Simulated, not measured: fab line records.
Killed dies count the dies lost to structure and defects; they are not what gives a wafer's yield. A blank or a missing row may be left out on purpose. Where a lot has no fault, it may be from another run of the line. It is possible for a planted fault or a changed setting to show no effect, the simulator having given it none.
The tool behind it: which one? | flow rit-cmos | 45 wafers sampled from 15 lots at 1 step of a route of 202

## WHAT THE GAUGES READ, wafer by wafer
No reading from a measuring or inspecting step in the record can be judged against a usual standard deviation.

## EACH LOT AND THE TOOL THAT RAN IT (in order: tool; ch and the chambers of the sampled wafers; start)
lot  | RIT_NLDD_STRIP_09
L105 | plasma-asher-01 ch 0, day 2 20:51
L106 | plasma-asher-04 ch 0,1, day 3 04:53
L107 | plasma-asher-03 ch 0,1, day 3 10:13
L108 | plasma-asher-01 ch 0,1, day 3 16:50
L110 | plasma-asher-01 ch 0,1, day 4 02:21
L112 | plasma-asher-01 ch 0,1, day 4 10:38
L113 | plasma-asher-03 ch 0,1, day 4 18:52
L114 | plasma-asher-01 ch 0,1, day 4 18:59
L120 | plasma-asher-03 ch 0,1, day 6 01:26
L121 | plasma-asher-04 ch 0,1, day 6 04:03
L124 | plasma-asher-01 ch 0,1, day 6 22:09
L125 | plasma-asher-03 ch 0,1, day 7 00:46
L126 | plasma-asher-03 ch 0,1, day 7 07:52
L127 | plasma-asher-01 ch 0,1, day 7 12:17
L128 | plasma-asher-03 ch 0,1, day 7 15:20
- RIT_NLDD_STRIP_09: strips in O2, time 180 s.

## AS READ BY THE TOOLS THEMSELVES (means over the sampled wafers that have a number; for cases with no such wafer, the mark the record gives instead)
RIT_NLDD_STRIP_09. Usual: chamber-pressure-mTorr 3999 mTorr, standard deviation 3.7; drypump-motor-current-A 5.4 A, standard deviation 0.42.
lot  | tool            | chamber-pressure-mTorr (mTorr) | drypump-motor-current-A (A) | flag
L105 | plasma-asher-01 | 3999                           | 4.8                         |
L106 | plasma-asher-04 | 4001                           | 5.8                         |
L107 | plasma-asher-03 | 3998                           | 5.3                         |
L108 | plasma-asher-01 | 3999                           | 5.2                         |
L110 | plasma-asher-01 | 3331                           | 5.5                         | OFF
L112 | plasma-asher-01 | 3334                           | 5.5                         | OFF
L113 | plasma-asher-03 | 4000                           | 5.2                         |
L114 | plasma-asher-01 | 2664                           | 5.2                         | OFF
L120 | plasma-asher-03 | 4002                           | 5.2                         |
L121 | plasma-asher-04 | 3996                           | 5.8                         |
L124 | plasma-asher-01 | 4000                           | 5.1                         |
L125 | plasma-asher-03 | 3996                           | 5.2                         |
L126 | plasma-asher-03 | 3997                           | 5.3                         |
L127 | plasma-asher-01 | 3999                           | 5.5                         |
L128 | plasma-asher-03 | 4002                           | 5.2                         |

## THE ANSWER, worked out from the rows above alone
Rule: take the mean of a lot's wafers that have a number; if it is more than 3 standard deviations from the usual mean, the lot is off. Also off: a lot with no number at a reading for which 4 or more lots have one. Any other lot the step has rows for is counted as sound. First the gauges in route order, then the tools' own readings, where a lot's mean is used as printed above. At the first step where some lot is off, the reading lying furthest off is the one used; lots without a number count as furthest.
Off: L110, L112, L114 (RIT_NLDD_STRIP_09, chamber-pressure-mTorr).
If a tool, at that step or one of the process steps before it, ran each lot that is off and ran no sound lot following the first of them, it fits. Not one of the candidates tried fits.

## WHAT THE SIMULATOR HAD PUT IN
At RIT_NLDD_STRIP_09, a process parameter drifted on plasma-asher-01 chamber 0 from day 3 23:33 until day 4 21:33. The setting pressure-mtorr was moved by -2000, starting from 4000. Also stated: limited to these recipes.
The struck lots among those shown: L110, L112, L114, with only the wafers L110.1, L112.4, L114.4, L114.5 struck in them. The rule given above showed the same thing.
